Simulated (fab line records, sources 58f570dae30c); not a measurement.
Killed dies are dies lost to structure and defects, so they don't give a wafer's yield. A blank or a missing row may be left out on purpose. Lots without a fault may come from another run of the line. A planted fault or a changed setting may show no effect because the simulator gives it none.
One fault seen from 2 desks | flow berkeley_cmos170 | each desk has only its own numbers; what lay behind them comes last

THE METROLOGY DESK
What the gauges read, lot by lot, whatever tool the lot ran on: means of the sampled wafers that have a number. A lot is out of limits, marked OUT, if its mean lies more than 4 standard deviations from the usual mean; the brackets give that distance.
Columns: A = cd_nm at UCB170_M1_CD_MEAS_90, usual 699.9 nm
lot  | first seen here | A
L894 | day 8 11:18     | 703.2
L892 | day 8 12:16     | 699.6
L895 | day 9 05:24     | 701.6
L896 | day 9 05:35     | 699.4
L897 | day 9 08:33     | 697.9
L898 | day 9 08:49     | 699.9
L899 | day 9 09:31     | 700.2
L901 | day 9 22:24     | 700.2
L900 | day 9 23:44     | 702.1
L902 | day 10 08:39    | 694.2
L904 | day 10 10:28    | 692.3
L909 | day 11 09:43    | 699.4
L906 | day 11 10:01    | 695.6
L911 | day 12 12:34    | 697.6
L912 | day 12 15:01    | 699.5
This desk's finding: nothing out of limits on any of the 15 lots.

THE TOOL OWNER'S DESK: rie_metal-04
The tool's own readings at UCB170_M1_METAL_ETCH_12 (etches Al in Cl2/BCl3, stops on PSG, target depth 780 nm, time 130 s): means of the sampled wafers that have a number, for each lot that ran on this tool. A lot is out of limits, marked OUT, if its mean lies more than 4 standard deviations from the usual mean; the brackets give that distance.
Columns: A = bcl3_flow_sccm at UCB170_M1_METAL_ETCH_12, usual 45.00 sccm; B = drypump_motor_current_A at UCB170_M1_METAL_ETCH_12, usual 5.6 A; C = oes_product_au at UCB170_M1_METAL_ETCH_12, usual 0.846 a.u.; D = run_length_s at UCB170_M1_METAL_ETCH_12, usual 158.2 s; E = throttle_valve_pct at UCB170_M1_METAL_ETCH_12, usual 24.43 %
lot  | first seen here | A     | B   | C                | D               | E
L897 | day 9 08:18     | 45.02 | 6.0 | 0.857            | 158.4           | 24.38
L901 | day 9 22:08     | 44.99 | 6.0 | 0.849            | 158.5           | 24.37
L902 | day 10 08:25    | 45.09 | 6.0 | 0.807            | 175.6 (+46) OUT | 24.40
L904 | day 10 10:14    | 45.06 | 5.8 | 0.767 (-6.6) OUT | 192.8 (+91) OUT | 24.39
L906 | day 11 09:47    | 44.98 | 5.9 | 0.817            | 175.6 (+46) OUT | 24.39
This desk's finding: out of limits on L902, L904, L906; first on L902, day 10 08:25 (run_length_s at UCB170_M1_METAL_ETCH_12). In limits: L897, L901.

PUT TOGETHER
The tool owner's desk could have raised an alarm at day 10 08:25, on L902, L904, L906.
The metrology desk saw nothing out of limits.
The metrology desk has L902, L904, L906 on record, within its limits.
Of the lots named, all ran UCB170_M1_METAL_ETCH_12 on rie_metal-04.

WHAT THE SIMULATOR HAD PUT IN
Process parameter drift: rie_metal-04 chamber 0, from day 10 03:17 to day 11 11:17, at UCB170_M1_METAL_ETCH_12. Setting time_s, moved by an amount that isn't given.
Lots struck among those shown: L902, L904, L906.
Hours from the fault's start to each desk's first reading out of limits: the tool owner's desk, 5.
